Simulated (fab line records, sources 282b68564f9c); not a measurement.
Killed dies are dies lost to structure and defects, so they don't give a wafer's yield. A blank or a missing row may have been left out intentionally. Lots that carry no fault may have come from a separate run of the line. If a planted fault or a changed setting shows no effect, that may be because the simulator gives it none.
Which tool is to blame? + flow rit_cmos + Sampling: 14 lots, 42 wafers, 5 of 202 route steps

## WHAT EACH GAUGE READ, for each wafer
RIT_PSD_OVL_MEAS_06.
| lot  | measured    | on         | PSD_OVL (nm)   |
|------|-------------|------------|----------------|
| L968 | day 3 07:32 | overlay-02 | 0.1 0.2 -0.6   |
| L969 | day 3 14:25 | overlay-02 | -0.5 -0.5 -1.1 |
| L970 | day 3 16:06 | overlay-01 | -0.9 0.0 -0.3  |
| L971 | day 3 23:29 | overlay-01 | -0.2 -1.2 -1.0 |
| L972 | day 4 02:23 | overlay-01 | 0.5 0.5 -2.2   |
| L974 | day 4 11:03 | overlay-01 | -0.4 0.7 -0.8  |
| L975 | day 4 17:52 | overlay-01 | 0.3 -0.3 0.8   |
| L976 | day 5 00:27 | overlay-01 | 0.9 1.3 -0.3   |
| L978 | day 5 07:43 | overlay-02 | 1.5 1.0 3.9    |
| L979 | day 5 15:11 | overlay-01 | -0.6 -1.2 -2.8 |
| L981 | day 6 06:04 | overlay-01 | -0.3 -0.7 -1.9 |
| L986 | day 7 05:09 | overlay-02 | 0.2 1.0 0.8    |
| L987 | day 7 10:31 | overlay-01 | -0.2 0.2 0.8   |
| L989 | day 7 22:31 | overlay-01 | -0.4 0.4 1.3   |

RIT_PSD_TW_MEAS_10.
| lot  | measured    | on            | PSD_TW         |
|------|-------------|---------------|----------------|
| L968 | day 3 08:03 | film_metro-02 | 3415 3416 3431 |
| L969 | day 3 14:56 | film_metro-01 | 3402 3412 3437 |
| L970 | day 3 16:37 | film_metro-04 | 3432 3426 3428 |
| L971 | day 4 00:06 | film_metro-04 | 3406 3424 3442 |
| L972 | day 4 02:54 | film_metro-02 | 3422 3434 3418 |
| L974 | day 4 11:34 | film_metro-04 | 3444 3462 3429 |
| L975 | day 4 18:23 | film_metro-01 | 3437 3436 3431 |
| L976 | day 5 00:58 | film_metro-04 | 3425 3408 3427 |
| L978 | day 5 08:14 | film_metro-02 | 3429 3433 3400 |
| L979 | day 5 15:41 | film_metro-02 | 3354 3353 3381 |
| L981 | day 6 06:35 | film_metro-04 | 3373 3398 3396 |
| L986 | day 7 05:40 | film_metro-04 | 3431 3417 3428 |
| L987 | day 7 11:07 | film_metro-01 | 3432 3416 3437 |
| L989 | day 7 23:01 | film_metro-01 | 3416 3420 3427 |

RIT_SDANNEAL_RS_MEAS_04: measures by four-point-probe.
| lot  | measured    | on            | PSD_RS (ohm/sq)      |
|------|-------------|---------------|----------------------|
| L968 | day 3 08:35 | film_metro-04 | 116.03 115.95 116.12 |
| L969 | day 3 15:25 | film_metro-02 | 115.71 115.61 115.48 |
| L970 | day 3 17:08 | film_metro-04 | 116.07 116.07 116.04 |
| L971 | day 4 00:35 | film_metro-04 | 116.04 115.75 115.62 |
| L972 | day 4 03:24 | film_metro-01 | 115.84 115.88 115.73 |
| L974 | day 4 12:04 | film_metro-04 | 115.78 116.03 115.52 |
| L975 | day 4 18:55 | film_metro-04 | 116.22 115.96 115.73 |
| L976 | day 5 01:28 | film_metro-01 | 115.65 115.49 115.86 |
| L978 | day 5 08:43 | film_metro-01 | 115.59 115.71 115.59 |
| L979 | day 5 16:13 | film_metro-01 | 119.85 120.04 120.30 |
| L981 | day 6 07:05 | film_metro-01 | 120.47 120.20 120.08 |
| L986 | day 7 06:11 | film_metro-01 | 115.94 115.98 115.35 |
| L987 | day 7 11:38 | film_metro-04 | 116.02 115.99 116.05 |
| L989 | day 7 23:31 | film_metro-04 | 115.52 115.79 115.69 |

## WHICH TOOL RAN EACH LOT (tool, then ch and the chambers of the sampled wafers, then the start)
| lot  | RIT_PSD_IMPLANT_08             | RIT_SDANNEAL_RTA_03             |
|------|--------------------------------|---------------------------------|
| L968 | implanter-03 ch 0, day 3 07:44 | rtp_anneal-01 ch 0, day 3 08:31 |
| L969 | implanter-01 ch 0, day 3 14:37 | rtp_anneal-02 ch 0, day 3 15:22 |
| L970 | implanter-03 ch 0, day 3 16:19 | rtp_anneal-01 ch 0, day 3 17:04 |
| L971 | implanter-03 ch 0, day 3 23:47 | rtp_anneal-02 ch 0, day 4 00:32 |
| L972 | implanter-01 ch 0, day 4 02:34 | rtp_anneal-01 ch 0, day 4 03:20 |
| L974 | implanter-03 ch 0, day 4 11:14 | rtp_anneal-01 ch 0, day 4 12:01 |
| L975 | implanter-03 ch 0, day 4 18:04 | rtp_anneal-01 ch 0, day 4 18:50 |
| L976 | implanter-04 ch 0, day 5 00:40 | rtp_anneal-01 ch 0, day 5 01:24 |
| L978 | implanter-04 ch 0, day 5 07:54 | rtp_anneal-01 ch 0, day 5 08:40 |
| L979 | implanter-03 ch 0, day 5 15:23 | rtp_anneal-01 ch 0, day 5 16:09 |
| L981 | implanter-03 ch 0, day 6 06:15 | rtp_anneal-01 ch 0, day 6 07:01 |
| L986 | implanter-01 ch 0, day 7 05:20 | rtp_anneal-01 ch 0, day 7 06:07 |
| L987 | implanter-04 ch 0, day 7 10:49 | rtp_anneal-01 ch 0, day 7 11:34 |
| L989 | implanter-01 ch 0, day 7 22:41 | rtp_anneal-01 ch 0, day 7 23:28 |
- RIT_PSD_IMPLANT_08
- RIT_SDANNEAL_RTA_03: time 5 s.

## AS READ BY THE TOOLS THEMSELVES (means over the sampled wafers that have a number; for cases with no such wafer, the mark the record gives instead)
RIT_PSD_IMPLANT_08.
| lot  | tool         | beam_energy_keV |
|------|--------------|-----------------|
| L968 | implanter-03 | 26.991          |
| L969 | implanter-01 | 27.015          |
| L970 | implanter-03 | 26.990          |
| L971 | implanter-03 | 27.000          |
| L972 | implanter-01 | 26.986          |
| L974 | implanter-03 | 27.001          |
| L975 | implanter-03 | 27.002          |
| L976 | implanter-04 | 27.000          |
| L978 | implanter-04 | 26.995          |
| L979 | implanter-03 | 25.105          |
| L981 | implanter-03 | 25.111          |
| L986 | implanter-01 | 26.994          |
| L987 | implanter-04 | 26.997          |
| L989 | implanter-01 | 26.995          |

RIT_SDANNEAL_RTA_03.
| lot  | tool          | chamber_o2_ppm | wafer_temp_C_max |
|------|---------------|----------------|------------------|
| L968 | rtp_anneal-01 | 1.980          | 1054.6           |
| L969 | rtp_anneal-02 | 2.014          | 1053.9           |
| L970 | rtp_anneal-01 | 2.038          | 1053.2           |
| L971 | rtp_anneal-02 | 2.003          | 1053.4           |
| L972 | rtp_anneal-01 | 1.979          | 1052.9           |
| L974 | rtp_anneal-01 | 2.010          | 1054.4           |
| L975 | rtp_anneal-01 | 2.013          | 1053.2           |
| L976 | rtp_anneal-01 | 2.017          | 1053.8           |
| L978 | rtp_anneal-01 | 1.984          | 1052.9           |
| L979 | rtp_anneal-01 | 2.014          | 1054.3           |
| L981 | rtp_anneal-01 | 2.005          | 1052.7           |
| L986 | rtp_anneal-01 | 1.987          | 1052.3           |
| L987 | rtp_anneal-01 | 2.002          | 1053.7           |
| L989 | rtp_anneal-01 | 2.020          | 1053.9           |

## THE ANSWER, worked out from the rows above alone
Rule: usual is defined by the lots themselves. The widest of any qualifying gaps counts: lots, ordered by their means at a reading, are off when they make up no more than a third of the lots, leave a main group of 4 or more, and stand apart from it by 3 or more times the standard deviation of that group's means. The tables above print the reading to a certain number of digits; a main group whose means all agree to those digits is not used. Also off: a lot with no number at a reading for which 4 or more lots have one. All remaining lots with rows at the step are treated as sound. Order of review: gauges by route order, followed by the tools' own readings, for which a lot's mean as printed above is used. The first step at which some lot is off is used, and at that step the reading that is off furthest; a lot without a number counts as furthest.
Off: L979, L981, at RIT_PSD_TW_MEAS_10 (PSD_TW). For the main group the mean is 3426 and the standard deviation 7.4.
A tool fits if, at a process step before that reading, it ran every lot that is off, and no sound lot after the first of them. The gauges at RIT_PSD_TW_MEAS_10 aren't tried: what is off there is off at RIT_SDANNEAL_RS_MEAS_04 too, on other tools, and a gauge's error can't cause that. One candidate fits, namely implanter-03 at RIT_PSD_IMPLANT_08. Its last sound lot is L975 (day 4 18:04), its first lot that is off L979 (day 5 15:23): a fault that began between those two fits.
On the lots that are off, the tool's own readings at RIT_PSD_IMPLANT_08 differ by more than 5 times the standard deviation of the sound lots' means, which bears it out; beam_energy_keV reads 25.108 there versus 26.997 on the sound lots.

## WHAT THE SIMULATOR HAD INSERTED
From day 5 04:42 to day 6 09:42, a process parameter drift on implanter-03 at RIT_PSD_IMPLANT_08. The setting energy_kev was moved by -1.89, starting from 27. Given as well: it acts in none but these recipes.
Shown lots that were struck: L979, L981. The rule given above showed the same thing.
